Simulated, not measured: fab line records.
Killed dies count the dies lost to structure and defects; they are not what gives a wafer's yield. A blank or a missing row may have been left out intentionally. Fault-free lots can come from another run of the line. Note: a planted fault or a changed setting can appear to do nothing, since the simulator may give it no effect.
Lot-split experiment    flow berkeleyCmos170    23 wafers read from 5 lots, route of 331 steps

## SPLIT DETAILS
At UCB170_M3_METAL_ETCH_18 (etches Al in Cl2/BCl3, stops on SiO2, target depth 1170 nm, time 195 s), the setting overEtchFrac was moved away from the recipe's 0.3 on 9 of the 23 wafers read, by -23.0% to +8.4%. This setting was run at the recipe's value on the other wafers.

The split's own step is where the reading is taken.

## THE READING
KrF_of_M3_COAT_10.thkNm (the simulator's own value, which no gauge read), in nm, at UCB170_M3_METAL_ETCH_18 (etches Al in Cl2/BCl3, stops on SiO2, target depth 1170 nm, time 195 s). There is no usual value for it anywhere in the file. Average 225.8 nm, standard deviation 9.7 nm, over the 14 wafers here run with the recipe.

wafer   tool, chamber at the split  overEtchFrac as run  against the recipe  KrF_of_M3_COAT_10.thkNm, nm  against lot-mates on the recipe
L074.1  rieMetal-03, 0              0.2642               -11.9%              257.4                        +26.5
L074.2  rieMetal-03, 1              0.3                  recipe              229.1                        -
L074.3  rieMetal-03, 1              0.3                  recipe              226.6                        -
L074.5  rieMetal-03, 1              0.2642               -11.9%              246.1                        +15.2
L074.6  rieMetal-03, 0              0.3                  recipe              237.1                        -
L076.4  rieMetal-03, 1              0.3                  recipe              229.2                        -
L076.5  rieMetal-03, 1              0.3                  recipe              225.9                        -
L076.6  rieMetal-03, 0              0.3                  recipe              239.5                        -
L077.1  rieMetal-04, 1              0.2309               -23.0%              247                          +31.7
L077.2  rieMetal-04, 0              0.2309               -23.0%              252.2                        +36.9
L077.3  rieMetal-04, 1              0.3                  recipe              209.2                        -
L077.4  rieMetal-04, 0              0.3                  recipe              219.5                        -
L077.6  rieMetal-04, 1              0.3                  recipe              217.1                        -
L078.1  rieMetal-04, 1              0.3                  recipe              213.5                        -
L078.2  rieMetal-04, 0              0.2385               -20.5%              252.6                        +34.4
L078.3  rieMetal-04, 1              0.2385               -20.5%              236.2                        +18.0
L078.4  rieMetal-04, 0              0.2385               -20.5%              251.8                        +33.6
L078.6  rieMetal-04, 0              0.3                  recipe              222.9                        -
L082.1  rieMetal-03, 0              0.3                  recipe              237.1                        -
L082.2  rieMetal-03, 1              0.3252               +8.4%               203.4                        -27.2
L082.3  rieMetal-03, 0              0.3                  recipe              239.3                        -
L082.4  rieMetal-03, 1              0.3                  recipe              215.5                        -
L082.6  rieMetal-03, 1              0.3252               +8.4%               205.1                        -25.5

THE FIT
A straight line over all 23 wafers: KrF_of_M3_COAT_10.thkNm changes by -1.28 nm for each +1% of overEtchFrac; r = -0.79; the points scatter about the line by 10 nm.
The same after taking each lot's own level away (the mean of its wafers on the recipe; 23 wafers): -1.64 nm for each +1%; r = -0.91; scatter 7.5 nm.
On that fit, the largest move of overEtchFrac shifts the reading by 38 nm.
Across the lots, their own levels run from 215.27 to 231.53 nm, a range of 1.7 times the standard deviation given above.
So the lot-to-lot level blurs the effect unless lot-mates are compared.
Check: for one of the wafers moved furthest among these (-23.0%), held out of the fit, the line's prediction against its lot-mates is +36.8 nm. It came out at +31.7 nm against them.

## THESE WAFERS: OTHER SPLITS
Other splits were also applied to these wafers ahead of the reading. Each is held against what the fit with the lots' levels taken away leaves over:
other split on the same wafers     wafers away from the commonest value  r with KrF_of_M3_COAT_10.thkNm (lot level and that fit taken away)
UCB170_M2_SPUTTER_01 powerW        7                                     -0.30
UCB170_M2_PEB_13 pebTempC          9                                     +0.02
UCB170_V2_DEVELOP_11 developTimeS  6                                     -0.04
UCB170_M3_EXPOSE_12 doseMj         10                                    -0.09

## THE FILE'S OWN FIT
KrF_of_M3_COAT_10.thkNm changes by -1.59 nm for each +1% of overEtchFrac, r = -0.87.
